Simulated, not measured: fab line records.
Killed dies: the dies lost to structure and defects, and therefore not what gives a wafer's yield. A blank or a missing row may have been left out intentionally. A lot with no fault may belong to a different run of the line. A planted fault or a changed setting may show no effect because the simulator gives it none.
8D (eight disciplines) problem report, filled in by code | flow rit-cmos | the parts of the form that need people (team, actions taken, sign-off) are left out

== 1. WHAT IS WRONG ==
SILICIDE_TI_RS at RIT_SILICIDE_RS_MEAS_02 reads a mean of 72.0 ohm/sq on 1 wafer of 1 lot; wafers without a fault read 47.8 ohm/sq with a standard deviation of 0.95. That puts it +25 standard deviations away from the usual mean.
The step: measures by four-point-probe.
Earliest sighting: wafer L147.2 on film-metro-03 at day 6 15:38. Wafers with a number at this step in the record: 39, from 13 lots. Rule for "out", or "out of limits": more than 4 standard deviations from the usual mean. Any other wafer with a number is counted as sound.

== 2. WHAT IT IS, AND WHAT IT ISN'T ==
question                    | is               | is not
which readings at this step | SILICIDE_TI_RS   | -
which lots                  | L147             | L130, L131, L132, L135, L138, L139, L140, L141, L143, L145, L150, L152
which wafers of those lots  | L147.2           | L147.1, L147.4
read on which gauges        | film-metro-03    | film-metro-01, film-metro-02
when                        | from day 6 15:38 | up to then (32 sound wafers); but 6 sound wafers of L150, L152 came after

== 3. THE SUSPECTS, EACH WITH WHAT RULES IT OUT ==
Counting: any tool at a process step up to the reading remains a suspect provided it ran every lot that is out. Sound lots after the first of them don't rule it out here, since some wafers of a struck lot are sound.
- the gauge at RIT_SILICIDE_RS_MEAS_02: kept. All the wafers that are out were read on film-metro-03, and no step on other tools shows them out.
- rie-diel-01 at RIT_SPACER_ETCHBACK_05 (etches Si3N4 in SF6/CHF3, stops on SiO2, target depth 250 nm, time 240 s): kept. The lot that is out, L147, ran on it at day 6 11:19; the last sound lot it ran before that was L141, at day 5 05:50.
- pvd-sputter-03 at RIT_SILICIDE_SPUTTER_01 (material Ti, target thk 30 nm, time 240 s): kept. The lot that is out, L147, ran on it at day 6 15:29; the last sound lot it ran before that was L145, at day 6 04:25.
- Within rie-diel-01 at RIT_SPACER_ETCHBACK_05: the wafers that are out ran in chamber 1; their sound lot-mates ran in chambers 0, 3.
rie-diel-01 at RIT_SPACER_ETCHBACK_05, pvd-sputter-03 at RIT_SILICIDE_SPUTTER_01 and film-metro-03 at RIT_SILICIDE_RS_MEAS_02 are what is left after counting.

== 4. THE CAUSE (what the simulator had put in) ==
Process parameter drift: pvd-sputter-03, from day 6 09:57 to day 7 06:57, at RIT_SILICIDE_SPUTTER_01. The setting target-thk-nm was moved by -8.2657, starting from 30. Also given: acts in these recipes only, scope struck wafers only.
Counting left 3 suspects, and this tool is among them.

== 5. THE EFFECT CHAIN, in route order ==
Each row: a reading whose mean over the struck wafers that have a number lies more than 3 standard deviations from the usual. Only readings whose record carries a usual standard deviation are examined. hours: median over the lots of the time between each lot's start at the first step of this table that gives one and its start at this step. sigmas: the change, counted in usual standard deviations.
hours | step                     | reading         | usual       | on struck wafers | change | sigmas
0     | RIT_SILICIDE_RS_MEAS_02  | SILICIDE_TI_RS  | 47.8 ohm/sq | 72.0             | +24.2  | +25
0     | RIT_SILICIDE_THK_MEAS_03 | SILICIDE_TI_THK | 30.0 nm     | 21.7             | -8.3   | -17

== 6. HOW IT WOULD HAVE BEEN CAUGHT EARLIER ==
Counted from the fault's start at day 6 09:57, it took 6 hours until the first out-of-limits reading at a measuring or inspecting step in this record, taken at day 6 15:38.
Tool readings at RIT_SILICIDE_SPUTTER_01 with a usual standard deviation given in the record: none out on any struck wafer, hence no alarm at a limit of 4 standard deviations on them.
The start of RIT_SILICIDE_SPUTTER_01 on pvd-sputter-03 came by day 6 15:38 for every one of the lots that are out (1). Holding the tool at that point would not have protected any of them.
